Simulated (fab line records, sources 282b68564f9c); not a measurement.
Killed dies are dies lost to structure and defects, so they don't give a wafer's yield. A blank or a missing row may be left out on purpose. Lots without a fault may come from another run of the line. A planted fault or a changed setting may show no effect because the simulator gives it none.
Split-lot experiment | flow rit_cmos | 5 lots, 23 wafers read, on a route of 202 steps

THE SPLIT
At RIT_SDANNEAL_RTA_03 (time 5 s), the setting time_s was moved away from the recipe's 5 s on 8 of the 23 wafers read, by -12.7% to +10.4%. The other wafers ran this setting at the recipe's value.

The file shows no step between the split and the reading.

THE READING
PSD_RS, in ohm/sq, at RIT_SDANNEAL_RS_MEAS_04 (measures by four-point-probe). Fault-free wafers of this fab line usually give 115.7 ohm/sq, standard deviation 0.34 ohm/sq.

wafer  | tool, chamber at the split | time_s as run, s | against the recipe | PSD_RS, ohm/sq | against lot-mates on the recipe
L076.1 | rtp_anneal-02, 0           | 5                | recipe             | 115.5          | -
L076.2 | rtp_anneal-02, 0           | 5.246            | +4.9%              | 114.6          | -1.1
L076.3 | rtp_anneal-02, 0           | 5.246            | +4.9%              | 115.0          | -0.7
L076.4 | rtp_anneal-02, 0           | 5                | recipe             | 115.8          | -
L076.6 | rtp_anneal-02, 0           | 5                | recipe             | 115.8          | -
L078.2 | rtp_anneal-02, 0           | 5                | recipe             | 116.3          | -
L078.3 | rtp_anneal-02, 0           | 5                | recipe             | 116.2          | -
L078.4 | rtp_anneal-02, 0           | 5                | recipe             | 115.7          | -
L079.1 | rtp_anneal-01, 0           | 5                | recipe             | 115.4          | -
L079.2 | rtp_anneal-01, 0           | 5                | recipe             | 115.7          | -
L079.3 | rtp_anneal-01, 0           | 5                | recipe             | 115.4          | -
L079.5 | rtp_anneal-01, 0           | 5                | recipe             | 115.5          | -
L079.6 | rtp_anneal-01, 0           | 5                | recipe             | 115.3          | -
L084.2 | rtp_anneal-02, 0           | 4.363            | -12.7%             | 117.9          | +1.8
L084.3 | rtp_anneal-02, 0           | 4.363            | -12.7%             | 118.1          | +1.9
L084.4 | rtp_anneal-02, 0           | 5                | recipe             | 116.1          | -
L084.5 | rtp_anneal-02, 0           | 4.363            | -12.7%             | 117.9          | +1.8
L084.6 | rtp_anneal-02, 0           | 5                | recipe             | 116.2          | -
L085.2 | rtp_anneal-01, 0           | 5.519            | +10.4%             | 114.4          | -1.4
L085.3 | rtp_anneal-01, 0           | 5.519            | +10.4%             | 114.7          | -1.1
L085.4 | rtp_anneal-01, 0           | 5                | recipe             | 115.7          | -
L085.5 | rtp_anneal-01, 0           | 5.519            | +10.4%             | 114.0          | -1.8
L085.6 | rtp_anneal-01, 0           | 5                | recipe             | 115.9          | -

THE FIT
A straight line over all 23 wafers: PSD_RS changes by -0.16 ohm/sq for each +1% of time_s; r = -0.96; the points scatter about the line by 0.32 ohm/sq.
The same after taking each lot's own level away (the mean of its wafers on the recipe; 23 wafers): -0.143 ohm/sq for each +1%; r = -0.98; scatter 0.2 ohm/sq.
On that fit, the largest move of time_s shifts the reading by 1.8 ohm/sq.
The lots' own levels span 115.46 to 116.15 ohm/sq, that is 2.0 times the standard deviation above.
So the lot-to-lot level changes the slope: the two fits differ.
Check: with one of the wafers moved furthest among these (-12.7%) left out of the fit, the line predicts +1.83 ohm/sq for it against its lot-mates. It came out at +1.75 ohm/sq against them.

OTHER SPLITS ON THESE WAFERS
These wafers also went through other splits before the reading. Each is held against what the fit with the lots' levels taken away leaves over:
other split on the same wafers  | wafers away from the commonest value | r with PSD_RS (lot level and that fit taken away)
RIT_PRETRO_IMPLANT_08 dose_cm2  | 12                                   | +0.01
RIT_GATE_OXIDATION_05 temp_c    | 18                                   | +0.03
RIT_GATE_COAT_11 resist_thk_nm  | 8                                    | -0.04
RIT_REOX_OXIDATION_03 ox_time_s | 10                                   | +0.03
RIT_PLDD_IMPLANT_08 energy_kev  | 4                                    | +0.06
RIT_SPACER_ETCHBACK_05 time_s   | 12                                   | +0.16

THE FILE'S OWN FIT
PSD_RS changes by -0.146 ohm/sq for each +1% of time_s, r = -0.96.
